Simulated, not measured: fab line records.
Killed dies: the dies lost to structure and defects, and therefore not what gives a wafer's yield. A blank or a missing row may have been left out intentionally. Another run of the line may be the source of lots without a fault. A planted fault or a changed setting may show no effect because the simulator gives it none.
Which tool is to blame? :: flow ritCmos :: 7 lots, 21 wafers sampled, at 1 step of a route of 202

## WHAT EACH GAUGE READ, for each wafer
RIT_ACTIVE_THK_MEAS_02.
lot: L294
measured: day 1 17:19
on: filmMetro-02
ACTIVE_OXIDE_THK (nm): 50.9 50.9 50.9

lot: L296
measured: day 2 03:17
on: filmMetro-04
ACTIVE_OXIDE_THK (nm): 47.4 47.7 49.0

lot: L298
measured: day 2 13:04
on: filmMetro-04
ACTIVE_OXIDE_THK (nm): 48.1 48.4 48.2

lot: L301
measured: day 3 04:47
on: filmMetro-02
ACTIVE_OXIDE_THK (nm): 48.7 49.9 49.3

lot: L303
measured: day 3 15:15
on: filmMetro-02
ACTIVE_OXIDE_THK (nm): 47.3 47.9 47.2

lot: L307
measured: day 4 10:18
on: filmMetro-02
ACTIVE_OXIDE_THK (nm): 48.5 49.2 48.8

lot: L316
measured: day 6 07:58
on: filmMetro-02
ACTIVE_OXIDE_THK (nm): 51.5 51.5 51.2

## TOOL THAT RAN EACH LOT (tool first, then ch and the chambers of the sampled wafers, then the start)
There is no process step in the record ahead of these readings.

## THE ANSWER, worked out from the rows above alone
Rule: the lots themselves supply what counts as usual. The widest of any qualifying gaps counts: lots, ordered by their means at a reading, are off when they make up no more than a third of the lots, leave a main group of 4 or more, and stand apart from it by 3 or more times the standard deviation of that group's means. A main group is skipped when, at the precision printed for the reading in the tables above, its means are all equal. A lot without any number at a reading at which 4 lots or more have one is off too. All remaining lots with rows at the step are treated as sound.
None of the lots is off at any reading shown; this tells nothing.

## WHAT WAS PUT IN BY THE SIMULATOR
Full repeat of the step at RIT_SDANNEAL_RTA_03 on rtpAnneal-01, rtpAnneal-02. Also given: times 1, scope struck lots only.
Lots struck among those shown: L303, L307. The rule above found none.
